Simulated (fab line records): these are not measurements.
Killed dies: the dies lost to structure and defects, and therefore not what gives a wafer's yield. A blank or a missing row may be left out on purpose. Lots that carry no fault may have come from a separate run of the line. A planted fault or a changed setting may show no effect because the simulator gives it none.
Struck lot and sound lot, side by side + flow berkeley cmos170 + 15 out of 331 route steps
Sound: the wafers L715.1, L715.4, L715.6. The struck wafers were L716.1, L716.2, L716.5. The cause is named last.
At each step with rows: each side's tool, then ch and its chambers, then its first start. Under that, the readings that differ: sound wafers + struck wafers + difference of the means + sigmas: that difference in standard deviations of wafers without a fault.
alike: a reading whose means differ by less than 2 such deviations, as well as words and numbers matching on both sides. not compared: withheld readings; readings where some wafer has no value; bounds like >300 that might hide an equal value; numbers whose values overlap and for which the record gives no deviation.
The two part at a step that has a row with sigmas, a row that says differs or no value, or rows on one side only. When numbers do not overlap yet have no deviation, they are printed without sigmas and do not part them. A reading missing from all wafers of one side parts the sides only when that side holds two or more wafers.

first, 1 step without rows for these wafers: UCB170_GATE_CVD_04 (deposits poly-Si from SiH4, time 1440 s, target thk 214 nm).
UCB170_GATE_THK_MEAS_05:
  sound: film metro-01 at day 7 19:15; struck: film metro-02 at day 8 02:54
  alike: GATE_POLY_THK
then, 6 steps without rows for these wafers: UCB170_GATE_COAT_06; UCB170_GATE_COAT_07 (resist thk 900 nm); UCB170_GATE_SOFTBAKE_08 (time 60 s); UCB170_GATE_EXPOSE_09 (exposes mask POLY, target cd 350 nm); UCB170_GATE_PEB_10; UCB170_GATE_DEVELOP_11 (develop time 45 s).
UCB170_GATE_CD_MEAS_12 targets a cd of 350 nm.
  sound: cd sem-02 at day 7 20:31; struck: cd sem-01 at day 8 04:52
  alike: cd nm
UCB170_GATE_OVL_MEAS_13:
  sound: overlay-02 at day 7 20:38; struck: overlay-02 at day 8 04:59
  alike: GATE_OVL
UCB170_GATE_ETCH_14: etches BARC in N2/H2.
  sound on rie diel-02 ch 0,1,3, day 7 20:40; struck on rie diel-02 ch 0,2,3, day 8 05:01
  alike: drypump motor current A, oes product au, throttle valve pct
UCB170_GATE_ETCH_15: etches poly-Si in HBr/Cl2, stops on SiO2, time 56.3 s, target depth 278.2 nm.
  sound on rie si-01 ch 1,2,3, day 7 20:43; struck on rie si-02 ch 0,1,3, day 8 05:04
  alike: drypump motor current A, he backside leak sccm, oes product au, throttle valve pct
  not compared: rf hours counter h
UCB170_GATE_STRIP_16: strips in O2.
  sound on plasma asher-02 ch 0,1, day 7 20:45; struck on plasma asher-02 ch 0,1, day 8 05:06
  no value came back on the struck wafers for chamber pressure mTorr (mTorr), drypump motor current A (A), oes product au (a.u.); on the sound wafers chamber pressure mTorr (mTorr) reads 3500 3504 3498
| reading                               | sound | struck            | difference | sigmas |
|---------------------------------------|-------|-------------------|------------|--------|
| model.KrF_of_GATE_COAT_07.thk nm (nm) | 0 0 0 | 774.9 774.9 772.7 | +774.2     |        |
  not compared: rf hours counter h
UCB170_GATE_CD_MEAS_90 targets a cd of 350 nm.
  sound: cd sem-01 at day 7 20:51; struck: cd sem-01 at day 8 05:15
  alike: cd nm
UCB170_M3_PROBE_99:
  record: rows for the struck wafers here (prober-01, day 10 01:05), none for the sound ones

WHERE THEY PART
Last at UCB170_M3_PROBE_99 as far as this record goes, first at UCB170_GATE_STRIP_16.

WHY: what had been put in by the simulator
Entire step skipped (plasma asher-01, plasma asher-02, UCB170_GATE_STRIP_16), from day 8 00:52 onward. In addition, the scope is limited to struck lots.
